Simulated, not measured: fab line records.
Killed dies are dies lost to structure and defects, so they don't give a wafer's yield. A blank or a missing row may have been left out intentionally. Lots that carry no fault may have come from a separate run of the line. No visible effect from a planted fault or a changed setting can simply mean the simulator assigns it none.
fab line records	flow rit-cmos
record: lots: 7	wafers: 21	last-day: 8
route steps=202 shown FOX2@24 NWELL@28 M1@202
lots that met no fault: taken from a fault-free run of the same line
start-h: the number of hours between the record's first day and the start of the first shown wafer of the lot	wait-h: hours from the lot's prior step to this one	" as in the row above	L1.1+2: a row that stands for several wafers	- no value, or no start given	* or withheld: withheld	< > ~ a bound
route shown NAME@n: a module of which the file shows steps, and the number in the route of the first	usual: average and standard deviation across the fault-free wafers	same: alike in all rows	chamber/n: place in a boat	sites: the reading at each site	_std_site: standard deviation across them	_edge_site: the outer-site mean with the inner-site mean subtracted	radius-mm: for every site, how far away it sits from the centre of the wafer	mask NAME#n: copy n	behind: tool/chamber where the wafer was last shaped	hold: why the lot went on hold/how many hours it stayed there/how the hold came to an end	device: transistor that didn't switch, given as n, p or np	end of line: the same wafers' tests at the end of the route	step lacking rows: just its recipe	killed: the dies lost at the first sort to structure and to defects; this is not the yield of the wafer	map: a wafer's dies, marking killed ones x, the rest . and places with no die _
set.NAME: the setting the step ran with; set.NAME@STEP: the setting that earlier step ran with	model.NAME: the simulator's own value behind a step, which no gauge read
certain route steps with their lots: each step a table, each wafer a row
services: the hour from which a tool's chamber was out of use, counted from the record's first day as start-h (under 0 if before that day), plus the number of hours and why
== steps ==
step: RIT_FOX2_THK_MEAS_01
recipe: reads: SiO2_of_FOX2_OXIDATION_00
usual: FOX2_OXIDE_THK: 354/7.4
lot.wafer	tool	chamber	start-h	wait-h	FOX2_OXIDE_THK[nm]
L371.1	film-metro-02	-	19.41	0.0	344
L371.3	"	-	"	"	347
L371.5	"	-	"	"	346
L381.1	film-metro-04	-	70.93	0.0	358
L381.2	"	-	"	"	357
L381.4	"	-	"	"	356
L386.2	film-metro-03	-	98.38	0.0	361
L386.4	"	-	"	"	354
L386.6	"	-	"	"	360
L389.2	film-metro-02	-	112.42	0.0	345
L389.4	"	-	"	"	340
L389.6	"	-	"	"	340
L391.1	film-metro-03	-	120.85	0.0	352
L391.4	"	-	"	"	350
L391.6	"	-	"	"	348
L393.1	film-metro-04	-	130.38	0.0	362
L393.2	"	-	"	"	357
L393.3	"	-	"	"	362
L394.1	film-metro-02	-	135.46	0.0	354
L394.5	"	-	"	"	349
L394.6	"	-	"	"	347
step: RIT_FOX2_CLEAN_02
recipe: chemistry: dHF	dilution: 50:1	time-s: 180
step: RIT_FOX2_WET_ETCH_03
recipe: chemistry: H3PO4	target: Si3N4	target-depth-nm: 195	temp-c: 165	time-s: 2700
step: RIT_FOX2_THK_MEAS_90
recipe: reads: SiO2_of_FOX2_OXIDATION_00
usual: FIELD_OXIDE_LEFT_1_THK: 326/7.3
lot.wafer	tool	chamber	start-h	wait-h	FIELD_OXIDE_LEFT_1_THK[nm]
L371.1	film-metro-02	-	20.29	0.0	317
L371.3	"	-	"	"	320
L371.5	"	-	"	"	319
L381.1	film-metro-03	-	71.80	0.0	331
L381.2	"	-	"	"	329
L381.4	"	-	"	"	328
L386.2	film-metro-04	-	99.32	0.0	334
L386.4	"	-	"	"	326
L386.6	"	-	"	"	332
L389.2	film-metro-02	-	113.36	0.0	318
L389.4	"	-	"	"	313
L389.6	"	-	"	"	312
L391.1	film-metro-03	-	121.73	0.0	325
L391.4	"	-	"	"	323
L391.6	"	-	"	"	321
L393.1	film-metro-02	-	131.33	0.0	334
L393.2	"	-	"	"	330
L393.3	"	-	"	"	335
L394.1	film-metro-03	-	136.41	0.0	327
L394.5	"	-	"	"	322
L394.6	"	-	"	"	321
step: RIT_NWELL_HMDS_00
recipe: prime-time-s: 60	prime-temp-c: 140
step: RIT_NWELL_COAT_01
recipe: resist: NOVOLAK	spin-rpm: 2000	resist-thk-nm: 1300
step: RIT_NWELL_SOFTBAKE_02
recipe: resist: NOVOLAK	temp-c: 90	time-s: 60
step: RIT_NWELL_EXPOSE_03
recipe: mask-id: M2	na: 0.57	target-cd-nm: 43900	dose-mj: 250
step: RIT_NWELL_PEB_04
recipe: resist: NOVOLAK	temp-c: withheld	time-s: withheld
step: RIT_NWELL_DEVELOP_05
recipe: resist: NOVOLAK	develop-time-s: 68	dev-temp-c: 23
step: RIT_NWELL_OVL_MEAS_06
usual: NWELL_OVL: -0.4/1.1
lot.wafer	tool	chamber	start-h	wait-h	NWELL_OVL[nm]
L371.1	overlay-01	-	21.23	-	0.5
L371.3	"	-	"	"	0.2
L371.5	"	-	"	"	-1.0
L381.1	overlay-01	-	72.87	-	-0.3
L381.2	"	-	"	"	-0.9
L381.4	"	-	"	"	-0.3
L386.2	overlay-02	-	100.45	-	0.2
L386.4	"	-	"	"	0.7
L386.6	"	-	"	"	0.2
L389.2	overlay-01	-	114.30	-	-0.9
L389.4	"	-	"	"	-1.8
L389.6	"	-	"	"	-0.7
L391.1	overlay-02	-	122.67	-	0.0
L391.4	"	-	"	"	1.1
L391.6	"	-	"	"	1.1
L393.1	overlay-02	-	132.39	-	0.2
L393.2	"	-	"	"	0.1
L393.3	"	-	"	"	0.0
L394.1	overlay-02	-	137.35	-	-2.2
L394.5	"	-	"	"	-1.2
L394.6	"	-	"	"	-1.1
step: RIT_NWELL_HARDBAKE_07
recipe: resist: NOVOLAK	temp-c: 140	time-s: 120
step: RIT_NWELL_IMPLANT_08
recipe: species: P	energy-kev: 170	dose-cm2: 5e+13	tilt-deg: 7
usual: beam-energy-keV: 169.99/0.046	dose-ions-cm2: 5e+13/5.3e+10
lot.wafer	tool	chamber	start-h	wait-h	beam-energy-keV	dose-ions-cm2	model.implant.rp-nm	model.implant.drp-nm
L371.1	implanter-03	0	21.51	0.2	170.02	5.004e+13	213.2	68.82
L371.3	"	0	"	"	170.06	5e+13	213.2	68.82
L371.5	"	0	"	"	169.99	5.008e+13	213.2	68.82
L381.1	implanter-01	0	73.16	0.2	170.04	4.998e+13	223.2	68.82
L381.2	"	0	"	"	170.03	4.996e+13	223.2	68.82
L381.4	"	0	"	"	170.01	5.004e+13	223.2	68.82
L386.2	implanter-01	0	100.76	0.2	151.14	4.998e+13	190.4	63.1
L386.4	"	0	"	"	151.12	4.996e+13	190.4	63.1
L386.6	"	0	"	"	151.14	4.998e+13	190.4	63.1
L389.2	implanter-04	0	114.60	0.2	169.99	4.998e+13	211.5	68.82
L389.4	"	0	"	"	169.96	4.993e+13	211.5	68.82
L389.6	"	0	"	"	170.02	5.003e+13	211.5	68.82
L391.1	implanter-01	0	122.95	0.2	151.15	4.989e+13	188.7	63.1
L391.4	"	0	"	"	151.17	4.998e+13	188.7	63.1
L391.6	"	0	"	"	151.17	4.994e+13	188.7	63.1
L393.1	implanter-01	0	132.68	0.2	151.19	4.999e+13	190.8	63.1
L393.2	"	0	"	"	151.06	5.001e+13	190.8	63.1
L393.3	"	0	"	"	151.15	4.999e+13	190.8	63.1
L394.1	implanter-03	0	137.63	0.2	170.05	5.001e+13	213.1	68.82
L394.5	"	0	"	"	170.02	4.994e+13	213.1	68.82
L394.6	"	0	"	"	170.00	5e+13	213.1	68.82
step: RIT_NWELL_STRIP_09
recipe: chemistry: O2	time-s: 180	resist: NOVOLAK	platen-temp-c: withheld	power-w: 500	pressure-mtorr: 4000	o2-flow-sccm: 4000
usual: drypump-motor-current-A: 5.9/0.65
lot.wafer	tool	chamber	start-h	wait-h	drypump-motor-current-A	rf-hours-counter-h
L371.1	plasma-asher-04	1	21.66	0.1	6.0	37
L371.3	"	0	"	"	6.2	-
L371.5	"	0	"	"	6.3	-
L381.1	plasma-asher-03	0	73.31	0.1	5.6	42
L381.2	"	1	"	"	6.4	42
L381.4	"	1	"	"	6.4	-
L386.2	plasma-asher-03	0	100.88	0.1	5.5	45
L386.4	"	1	"	"	6.4	-
L386.6	"	1	"	"	6.4	-
L389.2	plasma-asher-02	1	114.73	0.1	4.9	45
L389.4	"	1	"	"	4.8	-
L389.6	"	1	"	"	4.8	-
L391.1	plasma-asher-02	0	123.10	0.1	6.6	46
L391.4	"	0	"	"	6.6	-
L391.6	"	1	"	"	4.9	-
L393.1	plasma-asher-03	0	132.83	0.1	5.6	49
L393.2	"	1	"	"	6.4	49
L393.3	"	1	"	"	6.4	-
L394.1	plasma-asher-02	0	137.78	0.1	6.5	48
L394.5	"	1	"	"	4.9	-
L394.6	"	0	"	"	6.5	-
step: RIT_M1_PROBE_99
usual: killed-at-contacts: 0.1/0.23	killed-at-front-end: 6.2/2.8	killed-dies: 6.3/2.7	killed-open: 3.1/2	killed-short: 3.2/1.8
same: gross-dies: 264	killed_at_M0_to_M3: 0	killed_at_M4_up: 0	killed-at-back-side: 0	killed-at-other: 0
lot.wafer	tool	chamber	start-h	wait-h	killed-at-contacts	killed-at-front-end	killed-dies	killed-open	killed-short	model.etest.field-p-metal.vt-v	model.etest.field-p.vt-v	model.etest.iso-nwell-nwell.bv-v	model.etest.pmos-narrow.vt-less-v
L371.1	prober-02	-	67.41	0.1	0	13	13	8	5	-29.31	-12.72	22.16	0.01706
L371.3	prober-02	-	67.51	0.2	0	12	12	4	8	-29.55	-12.75	22.16	0.02157
L371.5	prober-02	-	67.61	0.2	0	11	11	7	4	-29.64	-12.63	21.83	0.01877
L381.1	prober-01	-	112.10	0.1	0	4	4	2	2	-30.29	-13.28	22.14	0.02373
L381.2	prober-01	-	112.15	0.1	0	5	5	3	2	-30.75	-13.27	21.98	0.02408
L381.4	prober-01	-	112.25	0.2	1	5	6	3	3	-31.19	-13.27	22.04	0.02018
L386.2	prober-02	-	140.12	0.1	0	3	3	1	2	-26.27	-11.7	22.5	0.02566
L386.4	prober-02	-	140.22	0.2	0	4	4	2	2	-26.6	-11.52	22.25	0.02884
L386.6	prober-02	-	140.32	0.2	0	1	1	1	0	-27.22	-11.68	22.51	0.0266
L389.2	prober-02	-	159.24	0.1	0	6	6	4	2	-29.14	-12.54	21.88	0.02359
L389.4	prober-02	-	159.34	0.2	0	3	3	1	2	-30.19	-12.54	21.95	0.02083
L389.6	prober-02	-	159.44	0.2	0	3	3	0	3	-30.13	-12.57	21.71	0.02267
L391.1	prober-01	-	179.90	0.1	0	3	3	3	0	-26.52	-11.6	22.12	0.03112
L391.4	prober-01	-	180.05	0.2	0	2	2	0	2	-26.47	-11.47	22.22	0.02702
L391.6	prober-01	-	180.15	0.2	0	4	4	1	3	-26.61	-11.5	22.6	0.02798
L393.1	prober-02	-	181.40	0.1	0	9	9	7	2	-27.07	-11.87	22.83	0.02593
L393.2	prober-02	-	181.45	0.1	0	5	5	3	2	-26.76	-11.76	22.74	0.02663
L393.3	prober-02	-	181.50	0.2	0	9	9	8	1	-27.22	-11.92	22.61	0.02921
L394.1	prober-02	-	187.95	0.1	1	2	3	1	2	-28.71	-12.56	22.3	0.02266
L394.5	prober-02	-	188.15	0.2	0	4	4	2	2	-29.5	-12.56	21.86	0.02167
L394.6	prober-02	-	188.20	0.2	1	6	7	5	2	-29.09	-12.59	21.51	0.01877
killed by level:class
L371.1 FOX1:geometric-particle:open=2 REOX:geometric-particle:short=2 SPACER:geometric-particle:short=2 SPACER:geometric-particle:open=2 FOX2:geometric-particle:open=1 FOX2:geometric-particle:short=1 GATE:geometric-particle:open=1 REOX:geometric-particle:open=1
L371.3 GATE:geometric-particle:short=3 FOX1:geometric-particle:short=2 FOX1:geometric-particle:open=1 GATE:geometric-particle:open=1 REOX:geometric-particle:open=1 REOX:geometric-particle:short=1 SPACER:geometric-particle:short=1 SILICIDE:geometric-particle:short=1
L371.5 FOX1:geometric-particle:open=2 SILICIDE:geometric-particle:open=2 FOX1:geometric-particle:short=1 GATE:geometric-particle:open=1 REOX:geometric-particle:open=1 REOX:geometric-particle:short=1 SPACER:geometric-particle:open=1 SPACER:geometric-particle:short=1
L381.1 FOX1:geometric-particle:short=1 FOX1:geometric-particle:open=1 GATE:geometric-particle:open=1 GATE:geometric-particle:short=1
L381.2 FOX1:geometric-particle:open=2 FOX1:geometric-particle:short=1 FOX2:geometric-particle:short=1 GATE:geometric-particle:open=1
L381.4 FOX1:geometric-particle:open=2 FOX1:geometric-particle:short=1 GATE:geometric-particle:short=1 REOX:geometric-particle:open=1 CONTACT:geometric-particle:short=1
L386.2 FOX1:geometric-particle:short=1 FOX1:geometric-particle:open=1 GATE:geometric-particle:short=1
L386.4 SILICIDE:geometric-particle:short=2 GATE:geometric-particle:open=1 SILICIDE:geometric-particle:open=1
L386.6 GATE:geometric-particle:open=1
L389.2 SPACER:geometric-particle:open=2 FOX1:geometric-particle:open=1 SPACER:geometric-particle:short=1 SILICIDE:geometric-particle:open=1 SILICIDE:geometric-particle:short=1
L389.4 GATE:geometric-particle:short=2 SILICIDE:geometric-particle:open=1
L389.6 FOX2:geometric-particle:short=1 GATE:geometric-particle:short=1 SILICIDE:geometric-particle:short=1
L391.1 SPACER:geometric-particle:open=2 REOX:geometric-particle:open=1
L391.4 GATE:geometric-particle:short=1 SILICIDE:geometric-particle:short=1
L391.6 FOX2:geometric-particle:short=1 GATE:geometric-particle:open=1 GATE:geometric-particle:short=1 SPACER:geometric-particle:short=1
L393.1 FOX1:geometric-particle:open=2 REOX:geometric-particle:open=2 FOX2:geometric-particle:open=1 REOX:geometric-particle:short=1 SPACER:geometric-particle:short=1 SPACER:geometric-particle:open=1 SILICIDE:geometric-particle:open=1
L393.2 FOX2:geometric-particle:short=1 REOX:geometric-particle:open=1 SPACER:geometric-particle:open=1 SILICIDE:geometric-particle:short=1 SILICIDE:geometric-particle:open=1
L393.3 GATE:geometric-particle:open=4 REOX:geometric-particle:open=2 SPACER:geometric-particle:open=2 REOX:geometric-particle:short=1
L394.1 GATE:geometric-particle:short=1 SPACER:geometric-particle:open=1 CONTACT:geometric-particle:short=1
L394.5 REOX:geometric-particle:short=2 GATE:geometric-particle:open=1 SPACER:geometric-particle:open=1
L394.6 GATE:geometric-particle:open=3 FOX1:geometric-particle:open=1 SILICIDE:geometric-particle:open=1 SILICIDE:geometric-particle:short=1 CONTACT:geometric-particle:short=1
== services ==
tool	chamber	start-h	hours	kind
implanter-04	-	-0.29	4.0	repair
implanter-01	-	8.40	5.9	repair
plasma-asher-03	-	10.31	2.8	pm
plasma-asher-02	-	25.54	0.4	repair
implanter-03	-	41.04	3.2	pm
plasma-asher-04	-	45.85	1.2	repair
implanter-03	-	59.08	37.7	repair
implanter-03	-	106.98	2.0	repair
plasma-asher-04	-	108.75	9.0	pm
plasma-asher-04	0	108.75	9.0	vent-cycle
plasma-asher-04	1	108.75	9.0	vent-cycle
implanter-04	-	108.97	5.6	repair
plasma-asher-04	0	117.75	-	clean
plasma-asher-04	1	117.75	-	clean
== key ==
first-sign: step: RIT_NWELL_IMPLANT_08	reading: beam-energy-keV	direction: down	sigmas: 99+	usual: 169.99	struck: 151.14
effect none on later readings
model-effect: step: RIT_NWELL_IMPLANT_08	value: implant.rp-nm	without: 214.4	struck: 190
model-effect: step: RIT_M1_PROBE_99	value: etest.field-p-metal.vt-v	without: -29.04	struck: -26.75
met-at RIT_NWELL_IMPLANT_08
struck-wafers L386.2,L386.4,L386.6,L391.1,L391.4,L391.6,L393.1,L393.2,L393.3
tester-left-out L386,L391,L393
loop-trim: step: RIT_M1_EXPOSE_06	setting: dose	lots: L391,L393
onset-between 73.16 100.76
fault: kind: process-parameter-drift	tool: implanter-01	chamber: -	onset-h: 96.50	steps: RIT_NWELL_IMPLANT_08	channel: energy-kev	offset: -18.806	shape: step	end-h: 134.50	acts-in: these-recipes-only	stated: 170
tester-left-out: of these lots the tester's yield and bins aren't shown, on N5 and GAA mostly nor the transistor test; their killed dies are dies lost to structure and defects alone, not to doping, threshold or leakage, so they don't give the yield
loop-trim: a control loop set the setting to another value than it would have without faults
